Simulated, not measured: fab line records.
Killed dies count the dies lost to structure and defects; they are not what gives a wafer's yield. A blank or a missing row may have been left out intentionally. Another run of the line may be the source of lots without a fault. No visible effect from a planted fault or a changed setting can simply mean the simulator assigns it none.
Comparing a struck lot with a sound one / flow rit cmos / 44 out of 202 route steps
Sound: wafers L503.1, L503.3, L503.5. Struck: wafers L509.1, L509.2, L509.4. The cause is given at the end.
Each step with rows lists, per side, the tool, then ch with its chambers, then its first start. Under that, the readings that differ: sound wafers / struck wafers / difference of the means / sigmas: that difference in standard deviations of wafers without a fault.
alike: readings whose means differ by less than 2 such deviations, and words and numbers that are the same on both sides. not compared: withheld readings, readings that some wafer has no value for, bounds like >300 that may hide the same value, and numbers for which the record gives no deviation and whose values overlap.
The two part at a step that has a row with sigmas, a row that says differs or no value, or rows on one side only. Numbers that don't overlap but have no deviation are shown without sigmas and don't part them. Lack of a reading on every wafer of one side parts them only where that side has two or more wafers.

first, 2 steps without rows for these wafers: RIT_NLDD_HARDBAKE_07 (time 60 s); RIT_NLDD_IMPLANT_08.
RIT_NLDD_STRIP_09: strips in O2, time 180 s.
  sound on plasma asher-02 ch 1, day 3 05:53; struck on plasma asher-02 ch 0,1, day 5 03:35
  alike: drypump motor current A, o2 flow sccm
  not compared: rf hours counter h
RIT_NLDD_TW_MEAS_10:
  sound on film metro-01 at day 3 06:04; struck on film metro-04 at day 5 03:45
  alike: NLDD_TW
then, 6 steps without rows for these wafers: RIT_PLDD_HMDS_00 (prime time 60 s); RIT_PLDD_COAT_01 (resist thk 1000 nm); RIT_PLDD_SOFTBAKE_02 (time 60 s); RIT_PLDD_EXPOSE_03 (exposes mask M8, target cd 40900 nm); RIT_PLDD_PEB_04; RIT_PLDD_DEVELOP_05 (develop time 50 s).
RIT_PLDD_OVL_MEAS_06:
  sound on overlay-02 at day 3 07:06; struck on overlay-01 at day 5 04:47
reading=PLDD_OVL (nm); sound=-0.3 -3.1 -0.5; struck=2.5 1.9 3.1; difference=+3.8; sigmas=+3
then, 1 step without rows for these wafers: RIT_PLDD_HARDBAKE_07 (time 60 s).
RIT_PLDD_IMPLANT_08:
  sound on implanter-03 ch 0, day 3 07:17; struck on implanter-03 ch 0, day 5 04:58
reading=beam on s (s); sound=9.83 10.39 9.71; struck=13.97 14.44 13.94; difference=+4.14; sigmas=+21
reading=faraday current uA; sound=2866 2707 2906; struck=2023 1942 2021; difference=-831; sigmas=-15
RIT_PLDD_STRIP_09: strips in O2, time 180 s.
  sound on plasma asher-02 ch 0,1, day 3 07:26; struck on plasma asher-01 ch 0,1, day 5 05:07
  alike: drypump motor current A, o2 flow sccm
  not compared: rf hours counter h
RIT_PLDD_TW_MEAS_10:
  sound on film metro-01 at day 3 07:37; struck on film metro-04 at day 5 05:18
reading=PLDD_TW; sound=2377 2358 2380; struck=2542 2537 2553; difference=+172; sigmas=+7
then, 4 steps without rows for these wafers: RIT_SPACER_CLEAN_00 (cleans in SC1, time 600 s); RIT_SPACER_CLEAN_01 (cleans in dHF, time 30 s); RIT_SPACER_CLEAN_02 (cleans in SC2, time 600 s); RIT_SPACER_CVD_03 (deposits Si3N4 from SiH2Cl2/NH3, target thk 250 nm, time 3300 s).
RIT_SPACER_THK_MEAS_04:
  sound on film metro-03 at day 3 12:32; struck on film metro-03 at day 5 07:38
  alike: SPACER_NITRIDE_THK
RIT_SPACER_ETCHBACK_05: etches Si3N4 in SF6/CHF3, stops on SiO2, target depth 250 nm, time 240 s.
  sound on rie diel-04 ch 0,1, day 3 12:36; struck on rie diel-04 ch 1,2,3, day 5 07:42
  alike: CHF3_flow_sccm, SF6_flow_sccm, drypump motor current A, oes product au, rf fwd power W, throttle valve pct
  not compared: rf hours counter h
then, 6 steps without rows for these wafers: RIT_NSD_HMDS_00 (prime time 60 s); RIT_NSD_COAT_01 (resist thk 1000 nm); RIT_NSD_SOFTBAKE_02 (time 60 s); RIT_NSD_EXPOSE_03 (exposes mask M9, target cd 40700 nm); RIT_NSD_PEB_04; RIT_NSD_DEVELOP_05 (develop time 50 s).
RIT_NSD_OVL_MEAS_06:
  sound on overlay-01 at day 3 13:44; struck on overlay-01 at day 5 08:42
  alike: NSD_OVL
then, 2 steps without rows for these wafers: RIT_NSD_HARDBAKE_07 (time 60 s); RIT_NSD_IMPLANT_08.
RIT_NSD_STRIP_09: strips in O2, time 180 s.
  sound on plasma asher-04 ch 0,1, day 3 14:04; struck on plasma asher-04 ch 0,1, day 5 09:02
  alike: drypump motor current A, o2 flow sccm
  not compared: rf hours counter h
RIT_NSD_TW_MEAS_10:
  sound on film metro-02 at day 3 14:14; struck on film metro-02 at day 5 09:13
  alike: NSD_TW
then, 6 steps without rows for these wafers: RIT_PSD_HMDS_00 (prime time 60 s); RIT_PSD_COAT_01 (resist thk 1000 nm); RIT_PSD_SOFTBAKE_02 (time 60 s); RIT_PSD_EXPOSE_03 (exposes mask M10, target cd 40900 nm); RIT_PSD_PEB_04; RIT_PSD_DEVELOP_05 (develop time 50 s).
RIT_PSD_OVL_MEAS_06:
  sound on overlay-01 at day 3 15:09; struck on overlay-02 at day 5 10:15
reading=PSD_OVL (nm); sound=0.2 2.1 3.8; struck=-0.9 -1.2 -2.7; difference=-3.6; sigmas=-3
then, 2 steps without rows for these wafers: RIT_PSD_HARDBAKE_07 (time 60 s); RIT_PSD_IMPLANT_08.
RIT_PSD_STRIP_09: strips in O2, time 180 s.
  sound on plasma asher-01 ch 0,1, day 3 15:29; struck on plasma asher-03 ch 0,1, day 5 10:35
  alike: drypump motor current A, o2 flow sccm
  not compared: rf hours counter h
RIT_SDANNEAL_RS_MEAS_06: the measuring method here is four-point-probe.
  sound on film metro-02 at day 3 16:26; struck on film metro-04 at day 5 11:29
reading=PLDD_RS (ohm/sq); sound=178.3 178.3 178.1; struck=160.2 160.2 160.2; difference=-18.0; sigmas=-32
RIT_M1_PROBE_99:
  sound on prober-02 at day 3 23:32; struck on prober-02 at day 5 18:56
reading=killed_at_M0_to_M3; sound=0 0 0; struck=0 0 1; difference=+0; sigmas=+2
reading=model.etest.pmos_0p15.r on ohm um; sound=2814 2802 2748; struck=3312 3328 3285; difference=+520; sigmas=
reading=model.etest.pmos turned.r on ohm um; sound=3463 3500 3416; struck=3988 3995 3955; difference=+520; sigmas=
reading=model.etest.nmos_0p15.r on ohm um; sound=1143 1150 1123; struck=1348 1339 1304; difference=+192; sigmas=
reading=model.etest.pldd.rs ohm sq; sound=490.8 492.4 476.2; struck=408.5 408.7 398.4; difference=-81.3; sigmas=
reading=model.etest.nmos_0p15.drive ua um; sound=463.2 462.2 469.4; struck=381.7 374.9 382.1; difference=-85.4; sigmas=
reading=model.etest.nmos_0p3.r on ohm um; sound=2174 2192 2162; struck=2286 2291 2264; difference=+104; sigmas=
reading=model.etest.pmos_0p15.drive ua um; sound=250.2 248.9 254.1; struck=207.2 206.3 207.8; difference=-44.0; sigmas=
reading=model.etest.npoly line.line ohm um; sound=163.9 162.3 163.5; struck=128.3 128.2 131.2; difference=-34.0; sigmas=
  alike: killed at front end, killed dies, killed open, killed short

== WHERE THEY PART ==
First at RIT_PLDD_OVL_MEAS_06; last, within this record, at RIT_M1_PROBE_99.

WHY: the cause the simulator had injected
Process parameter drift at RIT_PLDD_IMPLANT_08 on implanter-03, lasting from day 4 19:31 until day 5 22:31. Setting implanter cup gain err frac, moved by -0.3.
